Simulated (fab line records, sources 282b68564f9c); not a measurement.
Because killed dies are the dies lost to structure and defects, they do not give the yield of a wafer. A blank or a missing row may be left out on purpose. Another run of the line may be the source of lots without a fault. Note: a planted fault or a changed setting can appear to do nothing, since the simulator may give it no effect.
fab line records    flow rit_cmos
record lots=6  wafers=18  last_day=7
route steps=202 shown CONTACT@172 M1@184
lots that met no fault: from a run of the same line without faults
start_h: hours from the record's first day to the start of the lot's first wafer shown    wait_h: hours since the lot's step before    " the same as in the row above    L1.1+2: a row that stands for several wafers    - value missing, or start not given    * or withheld: withheld    < > ~ a bound
route shown NAME@n: names a module that has steps shown in the file, with the first one's number in the route    usual: the fault-free wafers' mean and standard deviation    same: alike in all rows    chamber/n: place in a boat    sites: per-site readings    _std_site: standard deviation of those values    _edge_site: outer sites' mean less inner sites'    radius_mm: how far each site lies from the wafer's centre    mask NAME#n: copy n    behind: the last tool/chamber to shape the wafer    hold: why the lot was held/for how many hours/how that ended    device: which transistor (n, p or np) failed to switch    end of line: the same wafers' tests at the end of the route    step lacking rows: just its recipe    killed: not the wafer's yield, but the dies lost to structure and defects at the first sort    map: the dies of a wafer, with x for killed, . for not killed, _ for no die there
set.NAME: setting as actually run; set.NAME@STEP: the setting as run at that earlier step    model.NAME: the simulator's own value behind a step, which no gauge read
lots at selected steps of the route; one table per step, one row per wafer
services: the hour from which a tool's chamber was out of use, counted from the record's first day as start_h (under 0 if before that day), plus the number of hours and why
## steps
# step RIT_CONTACT_SOFTBAKE_04
# recipe resist=NOVOLAK  temp_c=90  time_s=60
# step RIT_CONTACT_EXPOSE_05
# recipe mask_id=M11  na=0.6  source_shape=conventional  sigma_outer=0.5  target_cd_nm=1000  dose_mj=250
# step RIT_CONTACT_PEB_06
# recipe resist=NOVOLAK  temp_c=withheld  time_s=withheld
# step RIT_CONTACT_DEVELOP_07
# recipe resist=NOVOLAK  develop_time_s=120  dev_temp_c=23
# step RIT_CONTACT_CD_MEAS_08
# recipe target_cd_nm=1000
# usual cd_nm=1000.0/2.1
lot.wafer  tool       chamber  start_h  wait_h  cd_nm
L946.1     cd_sem-01  -        67.88    -       1002.5
L946.2     "          -        "        "       1001.4
L946.6     "          -        "        "       1001.3
L947.2     cd_sem-02  -        72.02    -       1002.4
L947.3     "          -        "        "       1002.0
L947.5     "          -        "        "       1001.0
L953.1     cd_sem-02  -        101.33   -       999.1
L953.3     "          -        "        "       999.0
L953.4     "          -        "        "       998.4
L955.1     cd_sem-02  -        111.46   -       1002.1
L955.3     "          -        "        "       1003.2
L955.5     "          -        "        "       1001.6
L958.1     cd_sem-01  -        127.16   -       998.7
L958.3     "          -        "        "       1000.5
L958.5     "          -        "        "       998.8
L966.4     cd_sem-01  -        165.70   -       1000.7
L966.5     "          -        "        "       1002.1
L966.6     "          -        "        "       1000.8
# step RIT_CONTACT_OVL_MEAS_09
# usual CONTACT_OVL=-1.9/1.5
lot.wafer  tool        chamber  start_h  wait_h  CONTACT_OVL[nm]
L946.1     overlay-01  -        68.00    0.1     -2.8
L946.2     "           -        "        "       1.0
L946.6     "           -        "        "       0.2
L947.2     overlay-02  -        72.13    0.1     -3.9
L947.3     "           -        "        "       -2.1
L947.5     "           -        "        "       -2.9
L953.1     overlay-01  -        101.45   0.1     -3.1
L953.3     "           -        "        "       -1.9
L953.4     "           -        "        "       -1.5
L955.1     overlay-01  -        111.58   0.1     -3.3
L955.3     "           -        "        "       -2.6
L955.5     "           -        "        "       -0.9
L958.1     overlay-02  -        127.28   0.1     -1.3
L958.3     "           -        "        "       -1.0
L958.5     "           -        "        "       -2.4
L966.4     overlay-02  -        165.78   0.1     -2.4
L966.5     "           -        "        "       -1.1
L966.6     "           -        "        "       -1.3
# step RIT_CONTACT_HARDBAKE_10
# recipe resist=NOVOLAK  temp_c=140  time_s=60
# step RIT_CONTACT_ETCH_11
# recipe target_depth_a=4800  over_etch_frac=0.2  stop_on=TiSi2  chemistry=CHF3/CF4/Ar  target=SiO2  CHF3_flow_sccm=50  cf4_flow_sccm=10  Ar_flow_sccm=100  O2_flow_sccm=5  pressure_mtorr=100  rf_w=200  time_s=320
# usual chamber_pressure_mTorr=100.01/0.092  drypump_motor_current_A=5.9/0.45  oes_product_au=0.985/0.016  throttle_valve_pct=8.82/0.1
lot.wafer  tool         chamber  start_h  wait_h  chamber_pressure_mTorr  drypump_motor_current_A  oes_product_au  rf_hours_counter_h  throttle_valve_pct
L946.1     rie_diel-03  0        68.19    0.1     100.01                  6.2                      0.969           12                  8.91
L946.2     "            2        "        "       100.06                  5.6                      0.986           73                  8.94
L946.6     "            3        "        "       99.89                   6.2                      0.967           -                   9.01
L947.2     rie_diel-03  3        72.31    0.1     100.01                  6.2                      0.963           138                 9.01
L947.3     "            1        "        "       99.96                   6.3                      0.979           3                   8.79
L947.5     "            1        "        "       100.14                  6.3                      0.986           -                   8.81
L953.1     rie_diel-03  2        101.67   0.1     100.00                  5.5                      0.987           73                  8.95
L953.3     "            3        "        "       100.00                  6.2                      0.977           139                 9.01
L953.4     "            0        "        "       100.02                  6.1                      0.968           13                  8.91
L955.1     rie_diel-01  1        111.76   0.1     100.04                  5.7                      1.019           5                   8.81
L955.3     "            0        "        "       99.87                   5.9                      0.999           57                  8.65
L955.5     "            1        "        "       100.04                  5.7                      1.007           -                   8.78
L958.1     rie_diel-03  3        127.47   0.1     100.02                  6.2                      0.969           139                 9.02
L958.3     "            0        "        "       99.95                   6.1                      0.957           13                  8.90
L958.5     "            0        "        "       100.00                  6.1                      0.969           -                   8.91
L966.4     rie_diel-01  2        165.95   0.1     99.83                   5.5                      1.002           9                   8.77
L966.5     "            0        "        "       100.19                  5.9                      0.994           -                   8.64
L966.6     "            3        "        "       100.21                  5.1                      0.954           -                   8.92
# step RIT_CONTACT_STRIP_12
# recipe chemistry=O2  time_s=180  resist=NOVOLAK  platen_temp_c=withheld  power_w=500  pressure_mtorr=4000  o2_flow_sccm=4000
# usual chamber_pressure_mTorr=4000/3.9  drypump_motor_current_A=5.5/0.58
lot.wafer  tool             chamber  start_h  wait_h  chamber_pressure_mTorr  drypump_motor_current_A  rf_hours_counter_h
L946.1     plasma_asher-04  0        68.38    0.1     4001                    5.7                      29
L946.2     "                1        "        "       4003                    4.7                      29
L946.6     "                0        "        "       3997                    5.7                      -
L947.2     plasma_asher-04  1        72.50    0.1     3999                    4.7                      30
L947.3     "                0        "        "       4004                    5.7                      -
L947.5     "                1        "        "       3997                    4.7                      -
L953.1     plasma_asher-01  0        101.86   0.1     4000                    5.2                      45
L953.3     "                0        "        "       3997                    5.2                      -
L953.4     "                1        "        "       3998                    5.3                      -
L955.1     plasma_asher-01  0        111.96   0.1     3999                    5.2                      46
L955.3     "                1        "        "       4007                    5.3                      -
L955.5     "                0        "        "       4007                    5.3                      -
L958.1     plasma_asher-02  1        127.67   0.1     4000                    6.6                      49
L958.3     "                0        "        "       3996                    5.2                      -
L958.5     "                0        "        "       4002                    5.3                      -
L966.4     plasma_asher-04  0        166.20   0.2     3996                    5.7                      -
L966.5     "                1        "        "       3995                    4.7                      -
L966.6     "                0        "        "       4002                    5.7                      -
# step RIT_CONTACT_CD_MEAS_90
# recipe target_cd_nm=1000
# usual cd_nm=1000.0/2.1
lot.wafer  tool       chamber  start_h  wait_h  cd_nm
L946.1     cd_sem-02  -        68.56    0.1     1002.5
L946.2     "          -        "        "       1001.6
L946.6     "          -        "        "       1000.5
L947.2     cd_sem-02  -        72.70    0.1     1001.5
L947.3     "          -        "        "       1001.6
L947.5     "          -        "        "       1001.2
L953.1     cd_sem-01  -        102.03   0.1     999.4
L953.3     "          -        "        "       998.5
L953.4     "          -        "        "       998.4
L955.1     cd_sem-01  -        112.13   0.1     1001.6
L955.3     "          -        "        "       1003.3
L955.5     "          -        "        "       1001.1
L958.1     cd_sem-01  -        127.84   0.1     998.0
L958.3     "          -        "        "       1000.8
L958.5     "          -        "        "       998.6
L966.4     cd_sem-02  -        166.38   0.1     1001.2
L966.5     "          -        "        "       1002.0
L966.6     "          -        "        "       1001.3
# step RIT_CONTACT_CLEAN_13
# recipe chemistry=SC1  mix=3:3:50  time_s=600  temp_c=75
# step RIT_CONTACT_CLEAN_14
# recipe chemistry=SC2  mix=3:3:50  time_s=600  temp_c=75  dry=n2_spin
# step RIT_M1_SPUTTER_00
# recipe material=Al  target_thk_nm=400  power_w=2000  chamber_pressure_pa=0.4  gas=Ar  time_s=500  substrate_temp_c=25
# usual throttle_valve_pct=30.9/1.1
lot.wafer  tool            chamber  start_h  wait_h  throttle_valve_pct  model.Al_of_M1_SPUTTER_00.thk_nm
L946.1     pvd_sputter-04  -        69.03    0.0     32.9                401.8
L946.2     "               -        "        "       30.8                401.8
L946.6     "               -        "        "       31.1                402.1
L947.2     pvd_sputter-01  -        73.16    0.0     29.7                402.3
L947.3     "               -        "        "       29.7                396.6
L947.5     "               -        "        "       30.2                403.9
L953.1     pvd_sputter-04  -        102.52   0.0     32.8                398.7
L953.3     "               -        "        "       30.4                602.2
L953.4     "               -        "        "       31.0                397.9
L955.1     pvd_sputter-04  -        112.60   0.0     31.1                401.6
L955.3     "               -        "        "       30.2                606.6
L955.5     "               -        "        "       32.6                397.1
L958.1     pvd_sputter-02  -        128.31   0.0     30.7                406.5
L958.3     "               -        "        "       31.1                404.2
L958.5     "               -        "        "       31.2                405.7
L966.4     pvd_sputter-02  -        166.79   0.0     30.6                405.4
L966.5     "               -        "        "       30.7                405.3
L966.6     "               -        "        "       30.3                404.2
# step RIT_M1_RS_MEAS_01
# recipe thk_meas_gauge=four-point-probe  reads=Al_of_M1_SPUTTER_00
# usual M1_AL_RS=0.0731/0.00071
lot.wafer  tool           chamber  start_h  wait_h  M1_AL_RS[ohm/sq]
L946.1     film_metro-02  -        69.32    0.1     0.0729
L946.2     "              -        "        "       0.0731
L946.6     "              -        "        "       0.0729
L947.2     film_metro-01  -        73.52    0.2     0.0730
L947.3     "              -        "        "       0.0742
L947.5     "              -        "        "       0.0729
L953.1     film_metro-02  -        102.81   0.1     0.0737
L953.3     "              -        "        "       0.0484
L953.4     "              -        "        "       0.0737
L955.1     film_metro-01  -        112.90   0.1     0.0731
L955.3     "              -        "        "       0.0481
L955.5     "              -        "        "       0.0740
L958.1     film_metro-02  -        128.60   0.1     0.0723
L958.3     "              -        "        "       0.0727
L958.5     "              -        "        "       0.0724
L966.4     film_metro-01  -        167.14   0.2     0.0723
L966.5     "              -        "        "       0.0725
L966.6     "              -        "        "       0.0727
# step RIT_M1_THK_MEAS_02
# recipe thk_meas_gauge=xrf  reads=Al_of_M1_SPUTTER_00
# usual M1_AL_THK=404/3.9
lot.wafer  tool           chamber  start_h  wait_h  M1_AL_THK[nm]
L946.1     film_metro-02  -        69.44    0.1     403
L946.2     "              -        "        "       402
L946.6     "              -        "        "       401
L947.2     film_metro-01  -        73.63    0.1     406
L947.3     "              -        "        "       400
L947.5     "              -        "        "       405
L953.1     film_metro-02  -        102.93   0.1     398
L953.3     "              -        "        "       606
L953.4     "              -        "        "       400
L955.1     film_metro-01  -        113.02   0.1     404
L955.3     "              -        "        "       609
L955.5     "              -        "        "       398
L958.1     film_metro-02  -        128.72   0.1     407
L958.3     "              -        "        "       410
L958.5     "              -        "        "       410
L966.4     film_metro-01  -        167.23   0.1     403
L966.5     "              -        "        "       405
L966.6     "              -        "        "       406
# step RIT_M1_HMDS_03
# recipe prime_time_s=60  prime_temp_c=140
# step RIT_M1_COAT_04
# recipe resist=NOVOLAK  spin_rpm=2000  resist_thk_nm=1300
# step RIT_M1_SOFTBAKE_05
# recipe resist=NOVOLAK  temp_c=90  time_s=60
# step RIT_M1_EXPOSE_06
# recipe mask_id=M12  na=0.6  source_shape=conventional  sigma_outer=0.5  target_cd_nm=2600  dose_mj=250
# step RIT_M1_PEB_07
# recipe resist=NOVOLAK  temp_c=withheld  time_s=withheld
# step RIT_M1_DEVELOP_08
# recipe resist=NOVOLAK  develop_time_s=68  dev_temp_c=23
# step RIT_M1_CD_MEAS_09
# recipe target_cd_nm=2600
# usual cd_nm=2599.6/2
lot.wafer  tool       chamber  start_h  wait_h  cd_nm
L946.1     cd_sem-01  -        70.38    -       2600.1
L946.2     "          -        "        "       2600.8
L946.6     "          -        "        "       2600.3
L947.2     cd_sem-01  -        74.58    -       2598.5
L947.3     "          -        "        "       2600.6
L947.5     "          -        "        "       2600.4
L953.1     cd_sem-02  -        103.97   -       2599.6
L953.3     "          -        "        "       2596.5
L953.4     "          -        "        "       2597.8
L955.1     cd_sem-02  -        113.96   -       2597.4
L955.3     "          -        "        "       2597.6
L955.5     "          -        "        "       2597.7
L958.1     cd_sem-01  -        129.71   -       2599.6
L958.3     "          -        "        "       2600.1
L958.5     "          -        "        "       2598.5
L966.4     cd_sem-01  -        168.33   -       2602.1
L966.5     "          -        "        "       2600.3
L966.6     "          -        "        "       2601.6
# step RIT_M1_OVL_MEAS_10
# usual M1_OVL=1.5/1.2
lot.wafer  tool        chamber  start_h  wait_h  M1_OVL[nm]
L946.1     overlay-01  -        70.50    0.1     4.6
L946.2     "           -        "        "       2.1
L946.6     "           -        "        "       2.6
L947.2     overlay-01  -        74.68    0.1     1.5
L947.3     "           -        "        "       1.0
L947.5     "           -        "        "       2.7
L953.1     overlay-01  -        104.09   0.1     0.5
L953.3     "           -        "        "       0.5
L953.4     "           -        "        "       0.3
L955.1     overlay-02  -        114.08   0.1     1.1
L955.3     "           -        "        "       -0.3
L955.5     "           -        "        "       3.4
L958.1     overlay-02  -        129.83   0.1     1.6
L958.3     "           -        "        "       1.7
L958.5     "           -        "        "       1.3
L966.4     overlay-02  -        168.41   0.1     3.7
L966.5     "           -        "        "       3.7
L966.6     "           -        "        "       2.6
# step RIT_M1_HARDBAKE_11
# recipe resist=NOVOLAK  temp_c=140  time_s=120
# step RIT_M1_METAL_ETCH_12
# recipe stop_on=SiO2  chemistry=Cl2/BCl3  target=Al  time_s=165  over_etch_frac=0.5  pressure_mtorr=100  target_depth_a=6000  rf_w=250  Cl2_flow_sccm=60  bcl3_flow_sccm=50
# usual chamber_pressure_mTorr=99.98/0.094  drypump_motor_current_A=5.9/0.35  oes_product_au=0.778/0.0075  throttle_valve_pct=8.33/0.1
lot.wafer  tool          chamber  start_h  wait_h  chamber_pressure_mTorr  drypump_motor_current_A  oes_product_au  rf_hours_counter_h  throttle_valve_pct
L946.1     rie_metal-02  1        70.79    0.2     99.98                   6.0                      0.774           2                   8.30
L946.2     "             0        "        "       100.10                  5.7                      0.778           2                   8.52
L946.6     "             1        "        "       100.28                  6.1                      0.788           -                   8.28
L947.2     rie_metal-04  1        74.96    0.2     99.82                   6.3                      0.785           4                   8.36
L947.3     "             0        "        "       99.91                   5.2                      0.773           -                   8.35
L947.5     "             0        "        "       100.11                  5.2                      0.774           -                   8.36
L953.1     rie_metal-04  1        104.38   0.2     99.94                   6.3                      0.778           5                   8.35
L953.3     "             0        "        "       99.85                   5.2                      0.986           -                   8.31
L953.4     "             1        "        "       100.22                  6.3                      0.778           -                   8.36
L955.1     rie_metal-02  1        114.36   0.2     99.96                   6.1                      0.778           3                   8.30
L955.3     "             1        "        "       99.99                   6.0                      0.988           -                   8.28
L955.5     "             1        "        "       99.94                   6.1                      0.771           -                   8.29
L958.1     rie_metal-02  0        130.12   0.2     99.86                   5.7                      0.783           3                   8.51
L958.3     "             0        "        "       100.20                  5.7                      0.790           -                   8.51
L958.5     "             0        "        "       100.04                  5.7                      0.782           -                   8.49
L966.4     rie_metal-02  1        168.73   0.1     99.86                   6.0                      0.777           -                   8.30
L966.5     "             1        "        "       99.93                   6.0                      0.785           -                   8.30
L966.6     "             0        "        "       99.98                   5.7                      0.790           -                   8.50
# step RIT_M1_STRIP_13
# recipe chemistry=nmp  resist=NOVOLAK  temp_c=80  time_s=600  dry=n2_spin
# step RIT_M1_PROBE_99
# usual defect_limited_yield=97.3/1.3  killed_at_M0_to_M3=0.0/0.14  killed_at_contacts=0.1/0.36  killed_at_front_end=7/3.4  killed_dies=7/3.4  killed_on_rim=2.0/1.5  killed_open=3.3/2  killed_short=3.8/2.4
# same gross_dies=264  killed_at_M4_up=0  killed_at_back_side=0  killed_at_other=0
lot.wafer  tool       chamber  start_h  wait_h  defect_limited_yield[%]  killed_at_M0_to_M3  killed_at_contacts  killed_at_front_end  killed_dies  killed_on_rim  killed_open  killed_short  model.etest.tester.sort_n_pass  model.etest.tester.sort_yield_pct  model.etest.tester.sort_bin_5_pct  model.etest.tester.sort_bin_3_pct  model.etest.npoly_sal.short  model.etest.contact_diode_array.over_limit  model.etest.vpnp.short  model.etest.pldd.short
L946.1     prober-01  -        73.04    0.1     97.7                     0                   0                   6                    6            0              3            2             258                             97.73                              1.136                              0.3788                             0                            0                                           0                       0
L946.2     prober-01  -        73.09    0.1     95.5                     0                   0                   12                   12           6              4            7             252                             95.45                              2.652                              0.3788                             0                            0                                           0                       0
L946.6     prober-01  -        73.29    0.2     97.7                     0                   0                   6                    6            2              1            4             258                             97.73                              0.3788                             0.3788                             0                            0                                           0                       0
L947.2     prober-02  -        77.28    0.1     98.9                     0                   2                   1                    3            1              0            1             261                             98.86                              0.3788                             0                                  0                            0                                           0                       0
L947.3     prober-02  -        77.33    0.2     96.6                     0                   0                   9                    9            4              4            5             255                             96.59                              0.7576                             0                                  0                            0                                           0                       0
L947.5     prober-02  -        77.43    0.2     97.3                     0                   1                   6                    7            3              3            3             257                             97.35                              1.515                              0                                  0                            0                                           0                       0
L953.1     prober-02  -        106.65   0.1     97.7                     0                   0                   6                    6            4              2            4             258                             97.73                              1.515                              0.3788                             0                            0                                           0                       0
L953.3     prober-02  -        106.75   0.2     25.8                     188                 0                   8                    196          61             3            5             0                               0                                  72.73                              25.76                              1                            1                                           1                       1
L953.4     prober-02  -        106.80   0.2     97.0                     0                   0                   8                    8            4              1            7             256                             96.97                              0.7576                             0                                  0                            0                                           0                       0
L955.1     prober-02  -        116.62   0.1     95.5                     0                   0                   12                   12           6              6            6             252                             95.45                              3.788                              0                                  0                            0                                           0                       0
L955.3     prober-02  -        116.72   0.2     29.9                     177                 0                   8                    185          66             1            7             0                               0                                  68.18                              30.68                              1                            1                                           1                       1
L955.5     prober-02  -        116.82   0.2     97.0                     0                   0                   8                    8            4              1            7             256                             96.97                              1.894                              0.3788                             0                            0                                           0                       0
L958.1     prober-01  -        132.37   0.1     96.2                     0                   0                   10                   10           5              2            8             254                             96.21                              1.894                              0                                  0                            0                                           0                       0
L958.3     prober-01  -        132.47   0.2     97.7                     0                   0                   6                    6            0              4            2             258                             97.73                              1.515                              0                                  0                            0                                           0                       0
L958.5     prober-01  -        132.57   0.2     93.2                     0                   1                   17                   18           4              8            9             246                             93.18                              3.409                              0.3788                             0                            0                                           0                       0
L966.4     prober-01  -        171.11   0.2     97.0                     0                   0                   8                    8            2              2            6             256                             96.97                              2.273                              0                                  0                            0                                           0                       0
L966.5     prober-01  -        171.16   0.2     97.0                     0                   0                   8                    8            1              7            1             256                             96.97                              2.273                              0                                  0                            0                                           0                       0
L966.6     prober-01  -        171.21   0.2     96.6                     0                   0                   9                    9            2              3            5             255                             96.59                              2.273                              0                                  0                            0                                           0                       0
# killed by level:class
L946.1 FOX1:geometric_particle:open=1 GATE:geometric_particle:short=1 GATE:geometric_particle:open=1 REOX:geometric_particle:open=1 SPACER:geometric_particle:short=1 NWELL:coat_microbubble_printed=1
L946.2 GATE:geometric_particle:short=2 REOX:geometric_particle:short=2 FOX1:geometric_particle:open=1 FOX2:geometric_particle:open=1 FOX2:geometric_particle:short=1 GATE:geometric_particle:open=1 SPACER:geometric_particle:open=1 SPACER:geometric_particle:short=1
L946.6 SPACER:geometric_particle:short=2 REOX:geometric_particle:short=1 SPACER:geometric_particle:open=1 SILICIDE:geometric_particle:short=1 NWELL:coat_microbubble_printed=1
L947.2 CONTACT:coat_microbubble_printed=2 GATE:geometric_particle:short=1
L947.3 GATE:geometric_particle:short=2 SILICIDE:geometric_particle:open=2 FOX1:geometric_particle:short=1 GATE:geometric_particle:open=1 REOX:geometric_particle:short=1 SPACER:geometric_particle:open=1 SPACER:geometric_particle:short=1
L947.5 GATE:geometric_particle:short=2 GATE:geometric_particle:open=1 REOX:geometric_particle:open=1 SPACER:geometric_particle:short=1 SILICIDE:geometric_particle:open=1 CONTACT:coat_microbubble_printed=1
L953.1 FOX2:geometric_particle:short=2 FOX1:geometric_particle:short=1 FOX1:geometric_particle:open=1 FOX2:geometric_particle:open=1 GATE:geometric_particle:short=1
L953.3 M1:area_etch=188 FOX1:geometric_particle:open=1 FOX1:geometric_particle:short=1 FOX2:geometric_particle:short=1 GATE:geometric_particle:short=1 GATE:geometric_particle:open=1 REOX:geometric_particle:short=1 SPACER:geometric_particle:short=1
L953.4 SILICIDE:geometric_particle:short=2 FOX1:geometric_particle:open=1 FOX1:geometric_particle:short=1 FOX2:geometric_particle:short=1 GATE:geometric_particle:short=1 REOX:geometric_particle:short=1 SPACER:geometric_particle:short=1
L955.1 GATE:geometric_particle:open=3 FOX2:geometric_particle:short=2 GATE:geometric_particle:short=2 REOX:geometric_particle:short=2 FOX1:geometric_particle:open=1 REOX:geometric_particle:open=1 SPACER:geometric_particle:open=1
L955.3 M1:area_etch=177 FOX2:geometric_particle:short=2 FOX1:geometric_particle:short=1 GATE:geometric_particle:short=1 GATE:geometric_particle:open=1 REOX:geometric_particle:short=1 SPACER:geometric_particle:short=1 SILICIDE:geometric_particle:short=1
L955.5 GATE:geometric_particle:short=4 FOX1:geometric_particle:short=1 GATE:geometric_particle:open=1 REOX:geometric_particle:short=1 SILICIDE:geometric_particle:short=1
L958.1 REOX:geometric_particle:short=3 FOX1:geometric_particle:short=2 GATE:geometric_particle:short=2 FOX1:geometric_particle:open=1 REOX:geometric_particle:open=1 SILICIDE:geometric_particle:short=1
L958.3 FOX1:geometric_particle:short=2 SILICIDE:geometric_particle:open=2 FOX1:geometric_particle:open=1 GATE:geometric_particle:open=1
L958.5 GATE:geometric_particle:short=5 GATE:geometric_particle:open=3 REOX:geometric_particle:short=2 SPACER:geometric_particle:open=2 FOX2:geometric_particle:open=1 REOX:geometric_particle:open=1 SPACER:geometric_particle:short=1 SILICIDE:geometric_particle:open=1
L966.4 SILICIDE:geometric_particle:short=3 FOX1:geometric_particle:short=1 FOX1:geometric_particle:open=1 FOX2:geometric_particle:short=1 GATE:geometric_particle:short=1 SPACER:geometric_particle:open=1
L966.5 FOX1:geometric_particle:open=3 SPACER:geometric_particle:open=3 GATE:geometric_particle:open=1 SILICIDE:geometric_particle:short=1
L966.6 FOX1:geometric_particle:short=2 GATE:geometric_particle:open=2 SPACER:geometric_particle:short=2 GATE:geometric_particle:short=1 SILICIDE:geometric_particle:open=1 ACTIVE:coat_microbubble_printed=1
# map L953.3 (x killed, . not)
________xxx.xxx_______
_____xx.xxx.xxxxxx____
____xxxxxxx..x..xxx___
___xxxx.xxx.x.x..xxx__
__xxxxxxx.x.xx.xxxxxx_
__.xxxxxx.....x...xxx_
_..xxxxxxxx.....xxxxxx
_x.xxxxxxxx.....xx.xxx
_..xxxxxxxx.....x.xxxx
_xxxxxxxxx....x..xxxxx
__xxxxxxx..x..x..xxxx_
__.xxxxxxxx..x.xxxxxx_
___.xxxxxxxxxx..x.xx__
____xxxxxxxxxx.xxxx___
_____xxxxxxxxxxxx.____
________xxxxxxx_______
# map L955.3 (x killed, . not)
________xxxxxxx_______
_____.xxxxxxxxxxxx____
____xxx.xxxxxxxxxxx___
___xxxxxx.xxxx.xxxxx__
__xxxxxxxxxx...xxxxxx_
__x.x...xxx.xxxxxxxxx_
_xxx.x......xx.xxxxxxx
_xxxxx..x.......x.xxxx
_xxx.x....x.x..x.x.x.x
_xxxxxx..x..xx.xxx..xx
__xxxx...x......x..x._
__xxx..x.x.....x.x.x._
___xxxxx..x.xxx.xxxx__
____xxxxxxxx..xxxxx___
_____xxxxxxxx.xxx.____
________xxxxxxx_______
## services
tool             chamber  start_h  hours  kind
plasma_asher-01  -        53.02    4.2    repair
pvd_sputter-01   -        54.37    4.9    repair
rie_diel-03      3        55.28    1.9    repair
rie_diel-01      2        57.08    3.8    repair
rie_diel-03      2        70.65    23.3   repair
pvd_sputter-02   -        87.69    9.4    repair
rie_metal-04     -        132.13   15.6   pm
rie_diel-01      -        146.37   2.8    pm
rie_diel-03      2        152.15   4.2    repair
## key
first_sign step=RIT_M1_RS_MEAS_01  reading=M1_AL_RS  direction=down  sigmas=35  usual=0.0731  struck=0.0483
effect step=RIT_M1_THK_MEAS_02  reading=M1_AL_THK  direction=up  sigmas=52  usual=404  struck=608
effect step=RIT_M1_METAL_ETCH_12  reading=oes_product_au  direction=up  sigmas=28  usual=0.778  struck=0.987
effect step=RIT_M1_PROBE_99  reading=killed_at_M0_to_M3  direction=up  sigmas=99+  usual=0.0  struck=182.5
model_effect step=RIT_M1_SPUTTER_00  value=Al_of_M1_SPUTTER_00.thk_nm  without=397.9  struck=604.4
model_effect step=RIT_M1_PROBE_99  value=etest.tester.sort_n_pass  without=256  struck=0
more_kills_born_at RIT_M1_METAL_ETCH_12@rie_metal-04=188  RIT_M1_METAL_ETCH_12@rie_metal-02=177
met_at RIT_M1_SPUTTER_00
struck_wafers L953.3,L955.3
later_rows_left_out L953.3,L955.3
fault kind=process_parameter_drift  tool=pvd_sputter-04  chamber=-  onset_h=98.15  steps=RIT_M1_SPUTTER_00  channel=target_thk_nm  offset=206.43  shape=step  end_h=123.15  stated=400  scope=struck_wafers_only
# later_rows_left_out: the simulator's readings of these wafers behind a module that went badly wrong aren't trusted and aren't shown, but for the sort
